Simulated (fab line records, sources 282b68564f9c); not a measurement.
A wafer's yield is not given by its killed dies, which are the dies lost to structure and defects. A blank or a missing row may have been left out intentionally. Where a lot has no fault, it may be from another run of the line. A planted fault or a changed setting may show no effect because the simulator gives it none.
fab line records + flow ritCmos + part 2 of 2: steps 34 to 46 of 46
[record]
- lots = 5
- wafers = 15
- lastDay = 7
route steps=202 shown SPACER@130 NSD@131 PSD@142 SDANNEAL@153 PLDD@159 NLDD@160 SILICIDE@161 CONTACT@168
lots that met no fault: taken from a fault-free run of the same line
startH: hours from the record's first day to the start of the lot's first wafer shown + waitH: hours since the lot's step before + " same as the row above + L1.1+2: one row covering several wafers at once + - no value, or no start given + * or withheld: withheld + < > ~ a bound
route shown NAME@n: a module of which the file shows steps, and the number in the route of the first + usual: the fault-free wafers' mean and standard deviation + same: alike in all rows + chamber/n: place in a boat + sites: per-site readings + _std_site: how widely they spread, as a standard deviation + _edge_site: outer sites' mean less inner sites' + radiusMm: for every site, how far away it sits from the centre of the wafer + mask NAME#n: copy n + behind: the most recent tool/chamber to have shaped the wafer + hold: why the lot was held/for how many hours/how that ended + device: the transistor (n, p or np) that didn't switch + end of line: the route-end tests of the same wafers + where a step has no rows: the recipe by itself + killed: dies that structure and defects cost at the first sort, which is not the same as the wafer's yield + map: per-die view of a wafer (x killed, . not killed, _ where there is no die)
set.NAME: setting as actually run; set.NAME@STEP: the setting as run at that earlier step + model.NAME: the simulator's own value behind a step, which no gauge read
lots at some steps of the route; a table a step, a row a wafer
services: the hour from which a tool's chamber was out of use, counted from the record's first day as startH (under 0 if before that day), plus the number of hours and why
[[steps]]
[step RIT_SILICIDE_RS_MEAS_02]
[recipe]
- thkMeasGauge = four-point-probe
- reads = Ti_of_SILICIDE_SPUTTER_01
[usual]
- SILICIDE_TI_RS = 47.7/0.7
| lot.wafer | tool         | chamber | startH | waitH | SILICIDE_TI_RS[ohm/sq] |
|-----------|--------------|---------|--------|-------|------------------------|
| L076.1    | filmMetro-02 | -       | 65.54  | 0.1   | 47.5                   |
| L076.4    | "            | -       | "      | "     | 46.1                   |
| L076.6    | "            | -       | "      | "     | 47.9                   |
| L081.1    | filmMetro-02 | -       | 85.91  | 0.1   | 47.8                   |
| L081.2    | "            | -       | "      | "     | 47.7                   |
| L081.3    | "            | -       | "      | "     | 48.2                   |
| L087.4    | filmMetro-02 | -       | 118.32 | 0.1   | 47.1                   |
| L087.5    | "            | -       | "      | "     | 47.1                   |
| L087.6    | "            | -       | "      | "     | 48.0                   |
| L090.1    | filmMetro-02 | -       | 135.33 | 0.1   | 47.1                   |
| L090.2    | "            | -       | "      | "     | 47.6                   |
| L090.4    | "            | -       | "      | "     | 46.4                   |
| L096.1    | filmMetro-02 | -       | 163.56 | 0.1   | 47.4                   |
| L096.2    | "            | -       | "      | "     | 47.4                   |
| L096.3    | "            | -       | "      | "     | 47.5                   |
[step RIT_SILICIDE_THK_MEAS_03]
[recipe]
- thkMeasGauge = xrf
- reads = Ti_of_SILICIDE_SPUTTER_01
[usual]
- SILICIDE_TI_THK = 29.7/0.38
| lot.wafer | tool         | chamber | startH | waitH | SILICIDE_TI_THK[nm] |
|-----------|--------------|---------|--------|-------|---------------------|
| L076.1    | filmMetro-02 | -       | 65.66  | 0.1   | 29.8                |
| L076.4    | "            | -       | "      | "     | 30.7                |
| L076.6    | "            | -       | "      | "     | 29.7                |
| L081.1    | filmMetro-02 | -       | 86.03  | 0.1   | 29.6                |
| L081.2    | "            | -       | "      | "     | 29.6                |
| L081.3    | "            | -       | "      | "     | 29.5                |
| L087.4    | filmMetro-02 | -       | 118.41 | 0.1   | 30.2                |
| L087.5    | "            | -       | "      | "     | 30.0                |
| L087.6    | "            | -       | "      | "     | 29.8                |
| L090.1    | filmMetro-02 | -       | 135.45 | 0.1   | 30.0                |
| L090.2    | "            | -       | "      | "     | 29.6                |
| L090.4    | "            | -       | "      | "     | 30.3                |
| L096.1    | filmMetro-02 | -       | 163.68 | 0.1   | 30.0                |
| L096.2    | "            | -       | "      | "     | 29.8                |
| L096.3    | "            | -       | "      | "     | 29.7                |
[step RIT_SILICIDE_RTA_04]
[recipe]
- tempC = 650
- timeS = 10
- idleTempC = 25
- rampUpS = 5
- rampDownS = 5
- coolToC = 25
- ambient = N2
[usual]
- wafer_temp_C_max = 653.6/0.76
| lot.wafer | tool         | chamber | startH | waitH | wafer_temp_C_max |
|-----------|--------------|---------|--------|-------|------------------|
| L076.1    | rtpAnneal-02 | 0       | 65.72  | 0.1   | 652.8            |
| L076.4    | "            | 0       | "      | "     | 653.0            |
| L076.6    | "            | 0       | "      | "     | 653.8            |
| L081.1    | rtpAnneal-01 | 0       | 86.09  | 0.1   | 654.7            |
| L081.2    | "            | 0       | "      | "     | 653.8            |
| L081.3    | "            | 0       | "      | "     | 652.6            |
| L087.4    | rtpAnneal-01 | 0       | 118.47 | 0.1   | 655.4            |
| L087.5    | "            | 0       | "      | "     | 653.7            |
| L087.6    | "            | 0       | "      | "     | 653.9            |
| L090.1    | rtpAnneal-02 | 0       | 135.51 | 0.1   | 653.7            |
| L090.2    | "            | 0       | "      | "     | 654.8            |
| L090.4    | "            | 0       | "      | "     | 652.5            |
| L096.1    | rtpAnneal-02 | 0       | 163.74 | 0.1   | 653.1            |
| L096.2    | "            | 0       | "      | "     | 652.9            |
| L096.3    | "            | 0       | "      | "     | 652.7            |
[step RIT_SILICIDE_WET_ETCH_05]
[recipe]
- chemistry = SPM
- target = Ti
- tempC = 90
- timeS = 120
- dry = n2Spin
| lot.wafer  | tool        | chamber | startH | waitH |
|------------|-------------|---------|--------|-------|
| L076.1+4+6 | wetBench-01 | 0       | 65.79  | 0.1   |
| L081.1+2+3 | wetBench-02 | 2       | 86.16  | 0.1   |
| L087.4+5+6 | wetBench-04 | 3       | 118.50 | 0.0   |
| L090.1+2+4 | wetBench-02 | 2       | 135.58 | 0.1   |
| L096.1+2+3 | wetBench-02 | 0       | 163.81 | 0.1   |
[step RIT_SILICIDE_RTA_06]
[recipe]
- tempC = 750
- timeS = 10
- idleTempC = 25
- rampUpS = 5
- rampDownS = 10
- coolToC = 25
- ambient = N2
[usual]
- wafer_temp_C_max = 754.2/0.85
| lot.wafer | tool         | chamber | startH | waitH | wafer_temp_C_max |
|-----------|--------------|---------|--------|-------|------------------|
| L076.1    | rtpAnneal-01 | 0       | 65.83  | 0.0   | 753.2            |
| L076.4    | "            | 0       | "      | "     | 754.3            |
| L076.6    | "            | 0       | "      | "     | 753.8            |
| L081.1    | rtpAnneal-02 | 0       | 86.20  | 0.0   | 753.0            |
| L081.2    | "            | 0       | "      | "     | 752.8            |
| L081.3    | "            | 0       | "      | "     | 753.0            |
| L087.4    | rtpAnneal-02 | 0       | 118.58 | 0.0   | 753.6            |
| L087.5    | "            | 0       | "      | "     | 754.4            |
| L087.6    | "            | 0       | "      | "     | 754.7            |
| L090.1    | rtpAnneal-02 | 0       | 135.62 | 0.0   | 752.9            |
| L090.2    | "            | 0       | "      | "     | 753.6            |
| L090.4    | "            | 0       | "      | "     | 753.4            |
| L096.1    | rtpAnneal-01 | 0       | 163.85 | 0.0   | 754.2            |
| L096.2    | "            | 0       | "      | "     | 753.7            |
| L096.3    | "            | 0       | "      | "     | 755.7            |
[step RIT_CONTACT_CVD_00]
[recipe]
- material = SiO2
- targetThkNm = 400
- precursor = TEOS
- tempC = 390
- timeS = 61
- rfW = 400
[usual]
- heaterPowerW = 324/57
| lot.wafer | tool     | chamber | startH | waitH | heaterPowerW |
|-----------|----------|---------|--------|-------|--------------|
| L076.1    | pecvd-04 | 0       | 65.90  | 0.1   | 274          |
| L076.4    | "        | 2       | "      | "     | 341          |
| L076.6    | "        | 1       | "      | "     | 349          |
| L081.1    | pecvd-03 | 0       | 86.26  | 0.1   | 323          |
| L081.2    | "        | 2       | "      | "     | 340          |
| L081.3    | "        | 1       | "      | "     | 215          |
| L087.4    | pecvd-03 | 2       | 118.64 | 0.0   | 377          |
| L087.5    | "        | 0       | "      | "     | 367          |
| L087.6    | "        | 1       | "      | "     | 249          |
| L090.1    | pecvd-03 | 0       | 135.69 | 0.1   | 386          |
| L090.2    | "        | 1       | "      | "     | 245          |
| L090.4    | "        | 2       | "      | "     | 366          |
| L096.1    | pecvd-04 | 1       | 163.92 | 0.1   | 346          |
| L096.2    | "        | 2       | "      | "     | 394          |
| L096.3    | "        | 0       | "      | "     | 356          |
[step RIT_CONTACT_THK_MEAS_01]
[recipe]
- reads = SiO2_of_CONTACT_CVD_00
[usual]
- CONTACT_TEOS_THK = 400/5.7
| lot.wafer | tool         | chamber | startH | waitH | CONTACT_TEOS_THK[nm] |
|-----------|--------------|---------|--------|-------|----------------------|
| L076.1    | filmMetro-04 | -       | 65.95  | 0.0   | 399                  |
| L076.4    | "            | -       | "      | "     | 411                  |
| L076.6    | "            | -       | "      | "     | 405                  |
| L081.1    | filmMetro-03 | -       | 86.31  | 0.0   | 400                  |
| L081.2    | "            | -       | "      | "     | 394                  |
| L081.3    | "            | -       | "      | "     | 401                  |
| L087.4    | filmMetro-03 | -       | 118.69 | 0.0   | 396                  |
| L087.5    | "            | -       | "      | "     | 402                  |
| L087.6    | "            | -       | "      | "     | 401                  |
| L090.1    | filmMetro-03 | -       | 135.74 | 0.0   | 391                  |
| L090.2    | "            | -       | "      | "     | 393                  |
| L090.4    | "            | -       | "      | "     | 396                  |
| L096.1    | filmMetro-02 | -       | 163.97 | 0.0   | 396                  |
| L096.2    | "            | -       | "      | "     | 395                  |
| L096.3    | "            | -       | "      | "     | 397                  |
[step RIT_CONTACT_HMDS_02]
[recipe]
- primeTimeS = 60
- primeTempC = 140
| lot.wafer  | tool          | chamber | startH | waitH |
|------------|---------------|---------|--------|-------|
| L076.1+4+6 | lithoTrack-04 | 0       | 66.01  | 0.1   |
| L081.1+2+3 | lithoTrack-01 | 0       | 86.37  | 0.1   |
| L087.4+5+6 | lithoTrack-04 | 0       | 118.80 | 0.1   |
| L090.1+2+4 | lithoTrack-04 | 0       | 135.80 | 0.1   |
| L096.1+2+3 | lithoTrack-01 | 0       | 164.03 | 0.1   |
[step RIT_CONTACT_COAT_03]
[recipe]
- resist = NOVOLAK
- spinRpm = 3250
- resistThkNm = 1000
| lot.wafer  | tool          | chamber | startH | waitH |
|------------|---------------|---------|--------|-------|
| L076.1+4+6 | lithoTrack-04 | 0       | 66.16  | 0.1   |
| L081.1+2+3 | lithoTrack-01 | 0       | 86.52  | 0.1   |
| L087.4+5+6 | lithoTrack-04 | 0       | 118.95 | 0.1   |
| L090.1+2+4 | lithoTrack-04 | 0       | 135.95 | 0.1   |
| L096.1+2+3 | lithoTrack-01 | 0       | 164.18 | 0.1   |
[step RIT_CONTACT_SOFTBAKE_04]
[recipe]
- resist = NOVOLAK
- tempC = 90
- timeS = 60
| lot.wafer  | tool          | chamber | startH | waitH |
|------------|---------------|---------|--------|-------|
| L076.1+4+6 | lithoTrack-04 | 0       | 66.31  | 0.1   |
| L081.1+2+3 | lithoTrack-01 | 0       | 86.67  | 0.1   |
| L087.4+5+6 | lithoTrack-04 | 0       | 119.10 | 0.1   |
| L090.1+2+4 | lithoTrack-04 | 0       | 136.10 | 0.1   |
| L096.1+2+3 | lithoTrack-01 | 0       | 164.33 | 0.1   |
[step RIT_CONTACT_EXPOSE_05]
[recipe]
- maskId = M11
- na = 0.6
- sourceShape = conventional
- sigmaOuter = 0.5
- targetCdNm = 1000
- doseMj = 250
[usual]
- reticleTempC = 22.98/0.11
- stageVelMmS = 499.94/0.24
| lot.wafer | tool            | chamber | startH | waitH | mask  | reticleTempC | stageVelMmS |
|-----------|-----------------|---------|--------|-------|-------|--------------|-------------|
| L076.1    | ilineStepper-01 | 0       | 66.59  | 0.2   | M11#0 | 23.07        | 499.34      |
| L076.4    | "               | 0       | "      | "     | M11#0 | 23.18        | 500.02      |
| L076.6    | "               | 0       | "      | "     | M11#0 | 23.11        | 499.87      |
| L081.1    | ilineStepper-02 | 0       | 86.95  | 0.2   | M11#0 | 22.90        | 500.14      |
| L081.2    | "               | 0       | "      | "     | M11#0 | 22.91        | 499.73      |
| L081.3    | "               | 0       | "      | "     | M11#0 | 22.93        | 500.07      |
| L087.4    | ilineStepper-02 | 0       | 119.34 | 0.2   | M11#0 | 22.85        | 499.34      |
| L087.5    | "               | 0       | "      | "     | M11#0 | 22.75        | 499.85      |
| L087.6    | "               | 0       | "      | "     | M11#0 | 22.84        | 499.41      |
| L090.1    | ilineStepper-02 | 0       | 136.25 | 0.1   | M11#0 | 22.92        | 499.75      |
| L090.2    | "               | 0       | "      | "     | M11#0 | 22.97        | 499.73      |
| L090.4    | "               | 0       | "      | "     | M11#0 | 23.04        | 499.96      |
| L096.1    | ilineStepper-02 | 0       | 164.60 | 0.2   | M11#0 | 22.90        | 500.01      |
| L096.2    | "               | 0       | "      | "     | M11#0 | 22.93        | 500.19      |
| L096.3    | "               | 0       | "      | "     | M11#0 | 22.83        | 499.87      |
[step RIT_CONTACT_PEB_06]
[recipe]
- resist = NOVOLAK
- tempC = withheld
- timeS = withheld
| lot.wafer  | tool          | chamber | startH | waitH |
|------------|---------------|---------|--------|-------|
| L076.1+4+6 | lithoTrack-04 | 0       | 66.70  | 0.1   |
| L081.1+2+3 | lithoTrack-04 | 0       | 87.07  | 0.1   |
| L087.4+5+6 | lithoTrack-01 | 0       | 119.47 | 0.1   |
| L090.1+2+4 | lithoTrack-03 | 0       | 136.37 | 0.1   |
| L096.1+2+3 | lithoTrack-01 | 0       | 164.72 | 0.1   |
[step RIT_CONTACT_DEVELOP_07]
[recipe]
- resist = NOVOLAK
- developTimeS = 120
- devTempC = 23
| lot.wafer  | tool          | chamber | startH | waitH |
|------------|---------------|---------|--------|-------|
| L076.1+4+6 | lithoTrack-04 | 0       | -      | -     |
| L081.1+2+3 | lithoTrack-04 | 0       | -      | -     |
| L087.4+5+6 | lithoTrack-01 | 0       | -      | -     |
| L090.1+2+4 | lithoTrack-03 | 0       | -      | -     |
| L096.1+2+3 | lithoTrack-01 | 0       | -      | -     |
[[services]]
| tool            | chamber | startH | hours | kind   |
|-----------------|---------|--------|-------|--------|
| implanter-02    | -       | 49.08  | 4.7   | repair |
| pvdSputter-03   | -       | 51.13  | 4.2   | repair |
| rieDiel-04      | 2       | 55.60  | 5.4   | repair |
| pecvd-04        | -       | 69.38  | 0.6   | repair |
| wetBench-02     | -       | 69.78  | 1.2   | repair |
| ilineStepper-01 | -       | 74.22  | 2.2   | repair |
| implanter-03    | -       | 74.79  | 0.5   | repair |
| implanter-02    | -       | 76.74  | 31.7  | pm     |
| pecvd-03        | -       | 81.66  | 1.6   | repair |
| pvdSputter-02   | -       | 84.31  | 8.3   | repair |
| rieDiel-03      | 3       | 97.30  | -     | clean  |
| implanter-03    | -       | 99.48  | 5.8   | pm     |
| pecvd-03        | -       | 108.05 | 2.5   | repair |
| plasmaAsher-03  | -       | 109.64 | 4.5   | repair |
| rieDiel-03      | -       | 115.02 | 1.0   | repair |
| implanter-01    | -       | 121.60 | 10.1  | repair |
| implanter-03    | -       | 122.29 | 1.3   | repair |
| pecvd-03        | 2       | 122.50 | 5.7   | repair |
| implanter-04    | -       | 122.77 | 2.6   | repair |
| implanter-03    | -       | 131.01 | 1.3   | repair |
| pecvd-03        | -       | 138.65 | 14.6  | pm     |
| rieDiel-01      | -       | 147.83 | 2.8   | pm     |
| wetBench-03     | -       | 149.80 | 8.0   | repair |
| wetBench-02     | -       | 157.21 | 1.9   | pm     |
